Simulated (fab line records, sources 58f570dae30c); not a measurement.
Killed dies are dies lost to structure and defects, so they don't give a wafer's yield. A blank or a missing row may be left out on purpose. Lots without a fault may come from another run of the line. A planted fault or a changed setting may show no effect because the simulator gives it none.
A struck lot beside a sound one | flow berkeley_cmos170 | 14 steps out of a route of 331
Sound: wafers L206.2, L206.3, L206.6. Struck: wafers L216.1, L216.5, L216.6. The cause comes at the end.
At each step with rows: each side's tool, then ch and its chambers, then its first start. Under that, the readings that differ: sound wafers | struck wafers | difference of the means | sigmas: that difference in standard deviations of wafers without a fault.
alike: readings whose means differ by less than 2 such deviations, and words and numbers that are the same on both sides. not compared: withheld readings, readings that some wafer has no value for, bounds like >300 that may hide the same value, and numbers for which the record gives no deviation and whose values overlap.
The two part at a step that has a row with sigmas, a row that says differs or no value, or rows on one side only. Numbers that don't overlap but have no deviation are shown without sigmas and don't part them. A reading that every wafer of one side lacks parts them only if that side has two wafers or more.

first, 1 step without rows for these wafers: UCB170_NLDD_IMPLANT_09.
UCB170_NLDD_STRIP_10: strips in O2.
  sound on plasma_asher-04 ch 1, day 7 09:09; struck on plasma_asher-03 ch 0,1, day 9 11:31
  alike: drypump_motor_current_A, oes_product_au, strip_time_to_endpoint_s
  not compared: rf_hours_counter_h
UCB170_NLDD_TW_MEAS_11:
  sound on film_metro-01, day 7 09:16; struck on film_metro-03, day 9 11:37
  alike: NLDD_TW
then, 1 step without rows for these wafers: UCB170_NLDD_CLEAN_12 (cleans in SPM, time 600 s).
UCB170_SPACER_CVD_00: deposits SiO2 from TEOS/O2, target thk 376 nm, time 47 s.
  sound on pecvd-04 ch 1,2, day 7 09:30; struck on pecvd-02 ch 1,2, day 9 11:56
  alike: heater_power_w, pressure_mtorr
  not compared: since_wet_clean_h
UCB170_SPACER_THK_MEAS_01:
  sound on film_metro-03, day 7 09:33; struck on film_metro-01, day 9 11:59
  alike: SPACER_TEOS_THK
then, 1 step without rows for these wafers: UCB170_SPACER_ANNEAL_02 (time 1800 s).
UCB170_SPACER_ETCHBACK_03: etches SiO2 in CHF3/CF4/Ar, stops on Si, target depth 376 nm, time 100 s.
  sound on rie_diel-01 ch 0,2,3, day 7 12:24; struck on rie_diel-04 ch 1,2,3, day 9 15:51
  alike: drypump_motor_current_A, oes_product_au, throttle_valve_pct
  not compared: rf_hours_counter_h
then, 4 steps without rows for these wafers: UCB170_PSD_HMDS_00 (prime time 60 s); UCB170_PSD_COAT_01 (resist thk 900 nm); UCB170_PSD_SOFTBAKE_02 (time 60 s); UCB170_PSD_EXPOSE_03 (exposes mask PSELECT MOD, target cd 1200 nm).
UCB170_PSD_PEB_04:
  sound on litho_track-04 ch 0, day 7 14:24; struck on litho_track-02, day 9 16:46
  no value came back on the struck wafers for chill_plate_temp_C (C), exhaust_pa (Pa); on the sound wafers chill_plate_temp_C (C) reads 22.92 22.90 22.87
then, 1 step without rows for these wafers: UCB170_PSD_DEVELOP_05 (develop time 45 s).

WHERE THEY PART
Only at UCB170_PSD_PEB_04, within this record.

WHY: what the simulator had put in
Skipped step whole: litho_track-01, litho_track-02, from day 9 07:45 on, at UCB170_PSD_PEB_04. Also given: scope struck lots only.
